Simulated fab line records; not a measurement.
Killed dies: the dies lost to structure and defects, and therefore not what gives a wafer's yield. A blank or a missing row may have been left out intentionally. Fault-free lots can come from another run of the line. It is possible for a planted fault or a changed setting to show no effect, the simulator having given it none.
One fault seen from 2 desks | flow berkeleyCmos170 | numbers are kept per desk, each desk with only its own; the story behind them comes last

## AT THE TOOL OWNER'S DESK: pvdSputter-03
The tool's own readings at UCB170_M3_SPUTTER_01 (material Al, target thk 900 nm, time 120 s): means of the sampled wafers that have a number, for each lot that ran on this tool. If a lot's mean is further than 4 standard deviations from the usual mean, the lot is out of limits and carries the mark OUT (the distance appears in the brackets).
Columns: A = cathodeDcPowerW at UCB170_M3_SPUTTER_01, usual 5999.9 W; B = throttleValvePct at UCB170_M3_SPUTTER_01, usual 30.3 %
lot  | first seen here | A      | B
L371 | day 8 01:04     | 5998.9 | 31.3
L375 | day 9 00:07     | 6000.8 | 30.8
L376 | day 9 04:46     | 6000.3 | 32.1
L389 | day 12 11:27    | 5999.6 | 30.6
L390 | day 12 19:20    | 6000.0 | 30.8
This desk's finding: nothing out of limits on any of the 5 lots.

## METROLOGY DESK
Lot by lot, what the gauges showed, no matter which tool ran the lot: averages of those sampled wafers that carry a number. If a lot's mean is further than 4 standard deviations from the usual mean, the lot is out of limits and carries the mark OUT (the distance appears in the brackets).
Columns: A = V1_POLISHED_THK at UCB170_V1_THK_MEAS_04, usual 1000.1 nm; B = V2_POLISHED_THK at UCB170_V2_THK_MEAS_04, usual 1000.2 nm; C = M3_AL_RS at UCB170_M3_RS_MEAS_02, usual 0.0322 ohm/sq; D = M3_AL_THK at UCB170_M3_THK_MEAS_03, usual 890 nm
lot  | first seen here | A      | B      | C                | D
L368 | day 7 02:01     | 1000.2 | 1000.9 | 0.0321           | 895
L369 | day 7 06:21     | 1001.8 | 1000.6 | 0.0320           | 884
L370 | day 7 06:38     | 1002.6 | 1000.4 | 0.0323           | 887
L371 | day 7 18:04     | 1001.6 | 999.2  | 0.0323           | 889
L373 | day 7 18:04     | 999.7  | 1002.1 | 0.0317           | 894
L372 | day 7 18:22     | 1000.7 | 998.6  | 0.0326           | 883
L375 | day 8 17:09     | 1001.5 | 1000.3 | 0.0367 (+11) OUT | 783 (-8.3) OUT
L376 | day 8 21:14     | 1000.4 | 998.2  | 0.0372 (+13) OUT | 761 (-9.9) OUT
L385 | day 10 23:47    | 1000.4 | 999.9  | 0.0320           | 903
L387 | day 11 05:23    | 999.8  | 1000.4 | 0.0327           | 871
L388 | day 11 05:40    | 1000.1 | 999.5  | 0.0315           | 905
L389 | day 12 03:38    | 1000.3 | 1000.8 | 0.0319           | 901
L390 | day 12 11:34    | 1000.7 | 1000.3 | 0.0314           | 913
L391 | day 12 11:35    | 1001.8 | 999.2  | 0.0323           | 894
This desk's result: L375, L376 out of limits, first on L375 (M3_AL_RS at UCB170_M3_RS_MEAS_02), day 9 00:12. L368, L369, L370, L371, L373, L372, L385, L387, L388, L389, L390, L391: within limits.

## TAKEN TOGETHER
On L375, L376, the metrology desk was in a position to raise an alarm at day 9 00:12.
The desk of the tool owner found nothing out of limits.
On record at the tool owner's desk: L375, L376, within its limits.
On pvdSputter-03, each named lot ran UCB170_M3_SPUTTER_01.

## WHAT THE SIMULATOR PUT IN
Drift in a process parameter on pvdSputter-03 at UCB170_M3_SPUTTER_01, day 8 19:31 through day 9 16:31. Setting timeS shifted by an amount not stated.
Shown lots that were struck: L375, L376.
Hours from the fault's start to each desk's first reading out of limits: the metrology desk, 5.
